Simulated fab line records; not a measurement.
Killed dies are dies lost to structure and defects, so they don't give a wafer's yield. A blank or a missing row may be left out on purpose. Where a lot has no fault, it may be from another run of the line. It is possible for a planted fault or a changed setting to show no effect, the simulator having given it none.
Check of tool commonality | flow berkeley-cmos170 | 14 lots, 42 wafers sampled

== WHY THIS WAS OPENED ==
UCB170_GATE_THK_MEAS_02, reading GATE_OXIDE_THK: flagged on 2 of 14 lots. Fault-free wafers read 6.63 nm, with a standard deviation of 0.11.
Rule: a lot is flagged when every wafer of it that has a number lies more than 4 standard deviations from that mean, or none has a number. The other lots count as sound.

lot  | measured     | on            | GATE_OXIDE_THK (nm), wafer by wafer | flag
L594 | day 7 06:36  | film-metro-01 | 6.63 6.76 6.63                      |
L595 | day 7 06:36  | film-metro-03 | 6.76 6.72 6.79                      |
L597 | day 7 22:06  | film-metro-03 | 6.71 6.54 6.71                      |
L598 | day 7 22:07  | film-metro-02 | 6.57 6.52 6.67                      |
L600 | day 7 22:08  | film-metro-01 | 6.69 6.55 6.56                      |
L601 | day 8 11:07  | film-metro-01 | 6.81 6.66 6.84                      |
L602 | day 8 11:07  | film-metro-03 | 6.63 6.69 6.78                      |
L603 | day 8 11:07  | film-metro-02 | 6.53 6.55 6.58                      |
L604 | day 9 00:58  | film-metro-02 | 6.56 6.53 6.48                      |
L606 | day 9 11:13  | film-metro-03 | 6.55 6.61 6.68                      |
L608 | day 9 19:53  | film-metro-01 | 8.95 8.90 8.98                      | FLAGGED
L609 | day 9 19:53  | film-metro-02 | 8.61 8.61 8.67                      | FLAGGED
L616 | day 11 23:11 | film-metro-02 | 6.58 6.55 6.63                      |
L617 | day 11 23:16 | film-metro-03 | 6.58 6.61 6.56                      |
On average the flagged lots' numbers are 8.79 nm, which is +2.16 nm against the usual, or +20 standard deviations.

== LOT BY LOT: THE TOOL USED ==
The record holds 1 process step before the reading, out of a route of 331 steps. Every cell lists first the tool, next ch and the chambers used by the sampled wafers, and last the start.
lot  | flag    | UCB170_GATE_OXIDATION_01
L594 |         | furnace-02 ch 0, day 7 05:06
L595 |         | furnace-02 ch 0, day 7 05:06
L597 |         | furnace-04 ch 0, day 7 20:34
L598 |         | furnace-04 ch 0, day 7 20:34
L600 |         | furnace-04 ch 0, day 7 20:34
L601 |         | furnace-02 ch 0, day 8 09:36
L602 |         | furnace-02 ch 0, day 8 09:36
L603 |         | furnace-02 ch 0, day 8 09:36
L604 |         | furnace-01 ch 0, day 8 23:28
L606 |         | furnace-02 ch 0, day 9 09:43
L608 | FLAGGED | furnace-02 ch 0, day 9 18:23
L609 | FLAGGED | furnace-02 ch 0, day 9 18:23
L616 |         | furnace-01 ch 0, day 11 21:41
L617 |         | furnace-01 ch 0, day 11 21:41
These steps, and what they do:
- UCB170_GATE_OXIDATION_01: target thk 6.6 nm, ox time 1800 s.
- UCB170_GATE_THK_MEAS_02

== FLAGGED AGAINST TOTAL, ONE TOOL AT A TIME (gauges that did the reading follow at the end) ==
step                     | tool          | lots run | flagged | share of the flagged lots | sound lots run after its first flagged lot
UCB170_GATE_OXIDATION_01 | furnace-01    | 3        | 0       | none                      | -
UCB170_GATE_OXIDATION_01 | furnace-02    | 8        | 2       | all                       | 0
UCB170_GATE_OXIDATION_01 | furnace-04    | 3        | 0       | none                      | -
UCB170_GATE_THK_MEAS_02  | film-metro-01 | 4        | 1       | some                      | 0
UCB170_GATE_THK_MEAS_02  | film-metro-02 | 5        | 1       | some                      | 1 (L616)
UCB170_GATE_THK_MEAS_02  | film-metro-03 | 5        | 0       | none                      | -

== WHAT THE TABLE PERMITS ==
1 row of the table ran every flagged lot: furnace-02 at UCB170_GATE_OXIDATION_01.
- furnace-02 at UCB170_GATE_OXIDATION_01 ran 8 lots, 2 of them flagged. Last sound lot L606 at day 9 09:43, first flagged lot L608 at day 9 18:23; a fault beginning in between fits.
One tool is left: furnace-02 at UCB170_GATE_OXIDATION_01.

== WHAT THE SIMULATOR HAD INSERTED ==
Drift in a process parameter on furnace-02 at UCB170_GATE_OXIDATION_01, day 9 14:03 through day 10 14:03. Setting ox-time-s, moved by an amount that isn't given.
Lots struck among those shown: L608, L609. This agrees with what the rule above found.
